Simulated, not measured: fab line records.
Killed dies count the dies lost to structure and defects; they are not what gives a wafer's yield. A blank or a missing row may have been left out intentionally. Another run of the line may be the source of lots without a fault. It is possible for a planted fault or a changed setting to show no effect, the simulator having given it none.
Problem report, 8D (eight disciplines) form, completed by code | flow rit cmos | the parts of the form that need people (team, actions taken, sign-off) are left out

1. PROBLEM STATEMENT
heater power total W at RIT_ACTIVE_SOFTBAKE_07 reads a mean of 37.23 W on 6 wafers of 2 lots; wafers without a fault read 34.86 W with a standard deviation of 0.055. That puts it +43 standard deviations away from the usual mean.
The step: time 58.26 s.
First seen on wafer L266.1, day 4 11:53, on litho track-04. Wafers with a number at this step in the record: 18, from 6 lots. By rule, "out" or "out of limits" means more than 4 standard deviations away from the usual mean. The rest of the wafers with a number are treated as sound.

2. WHAT IT IS, WHAT IT ISN'T
question                    | is                                 | is not
which readings at this step | heater power total W, plate temp C | -
which lots                  | L266, L271                         | L254, L262, L267, L273
which wafers of those lots  | all that have a number             | -
read on which tools         | litho track-04                     | litho track-01, litho track-02
when                        | from day 4 11:53                   | up to then (6 sound wafers); but 6 sound wafers of L267, L273 came after

3. WHAT RULES OUT EACH SUSPECT
Counting: a tool at any process step up to the reading remains a suspect when it ran all the lots that are out and ran no sound lot after the first of those.
- litho track-04 at RIT_ACTIVE_SOFTBAKE_07 (time 58.26 s): kept. It ran every lot that is out, first L266 (day 4 11:53), and no sound lot after that; its last sound lot up to then is L262 (day 3 15:57). Its own readings are out on those wafers: heater power total W, plate temp C.
The count leaves litho track-04 at RIT_ACTIVE_SOFTBAKE_07.

4. THE CAUSE (what the simulator had put in)
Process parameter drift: litho track-04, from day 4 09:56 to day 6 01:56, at RIT_ACTIVE_SOFTBAKE_07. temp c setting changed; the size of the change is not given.
Counting left only this tool.

5. SEQUENCE OF EFFECTS, ordered by route
Each row: a reading where the mean over the struck wafers with a number is more than 3 standard deviations away from the usual. Scope: only readings with a usual standard deviation given in the record; hours: median across lots of the time from each lot's start at the first step in this table that gives one to its start at this step; sigmas: change in usual standard deviations.
hours | step                   | reading              | usual   | on struck wafers | change | sigmas
0     | RIT_ACTIVE_SOFTBAKE_07 | heater power total W | 34.86 W | 37.23            | +2.38  | +43
0     | RIT_ACTIVE_SOFTBAKE_07 | plate temp C         | 89.98 C | 94.35            | +4.37  | +40
The process steps in it:
- RIT_ACTIVE_SOFTBAKE_07: time 58.26 s.
Later steps that measure or inspect, where all struck wafers having a row at the step show a number for every such reading and not one has moved that far: RIT_ACTIVE_CD_MEAS_11.

6. WHAT WOULD HAVE CAUGHT IT SOONER
In this record the first reading out of limits was taken at day 4 11:53, 2 hours after the fault began at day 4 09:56.
